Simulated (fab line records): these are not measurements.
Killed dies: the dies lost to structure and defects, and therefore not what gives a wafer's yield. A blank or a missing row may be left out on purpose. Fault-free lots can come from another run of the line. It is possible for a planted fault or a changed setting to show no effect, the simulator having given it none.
8D (eight disciplines) problem report, filled in by code ; flow rit_cmos ; the parts of the form that need people (team, actions taken, sign-off) are left out

## 1. WHAT IS WRONG
Mean NRETRO_OVL at RIT_NRETRO_OVL_MEAS_06: -179.7 nm over 11 wafers in 4 lots; fault-free wafers: 0.8 nm, standard deviation 1.3. So: -99 or more standard deviations from the usual mean.
Seen first at day 4 11:11 on overlay-02, wafer L668.5. Wafers with a number at this step in the record: 47, from 16 lots. By rule, "out" or "out of limits" means more than 4 standard deviations away from the usual mean. Any other wafer with a number is counted as sound.

## 2. WHAT IT IS; WHAT IT IS NOT
question;is;is not
which readings at this step;NRETRO_OVL;-
which lots;L668, L669, L671, L677;L658, L659, L660, L662, L663, L664, L667, L670, L672, L678, L679, L680
which wafers of those lots;all that have a number;-
read on which gauges;overlay-01, overlay-02;-
when;from day 4 11:11;"up to then (21 sound wafers); but 15 sound wafers of L670, L672, L678, L679, L680 came after"

## 3. SUSPECTS, AND WHAT RULES EACH OUT
Counting: a tool at a process step up to the reading stays a suspect if it ran every lot that is out and no sound lot after the first of them.
- the gauge at RIT_NRETRO_OVL_MEAS_06: ruled out. The wafers that are out were read on 2 gauges (overlay-01, overlay-02).
- iline_stepper-02 at RIT_NRETRO_EXPOSE_03 (exposes mask M4, target cd 43900 nm): kept. Every lot that is out went through it, starting with L668 (day 4 10:46), and after that it ran no sound lot; the last sound lot it ran before then is L667 (day 4 06:37).
After counting, what remains is iline_stepper-02 at RIT_NRETRO_EXPOSE_03.

## 4. THE CAUSE (what the simulator had put in)
Scanner matching overlay: iline_stepper-02, from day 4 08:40 on, at RIT_NRETRO_EXPOSE_03. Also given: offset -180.
Only this tool survived the counting.

## 5. THE CHAIN OF EFFECTS, in route order
Rows list readings where the struck wafers' mean (over those with a number) sits beyond 3 standard deviations from the usual. Only readings whose record carries a usual standard deviation are examined. hours: median over the lots of the time between each lot's start at the first step of this table that gives one and its start at this step. sigmas: the change, counted in usual standard deviations.
hours;step;reading;usual;on struck wafers;change;sigmas
0;RIT_NRETRO_OVL_MEAS_06;NRETRO_OVL;0.8 nm;-179.7;-180.5;-99 or more
Later steps that measure or inspect, where all struck wafers having a row at the step show a number for every such reading and not one has moved that far: RIT_GATE_CD_MEAS_16, RIT_SDANNEAL_RS_MEAS_04.

## 6. HOW IT WOULD HAVE BEEN CAUGHT EARLIER
Counted from the fault's start at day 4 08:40, it took 3 hours until the first out-of-limits reading at a measuring or inspecting step in this record, taken at day 4 11:11.
L669, L671, L677, from the lots that are out (4), started RIT_NRETRO_EXPOSE_03 on iline_stepper-02 later than day 4 11:11. A hold on the tool at that time would have spared those 3.
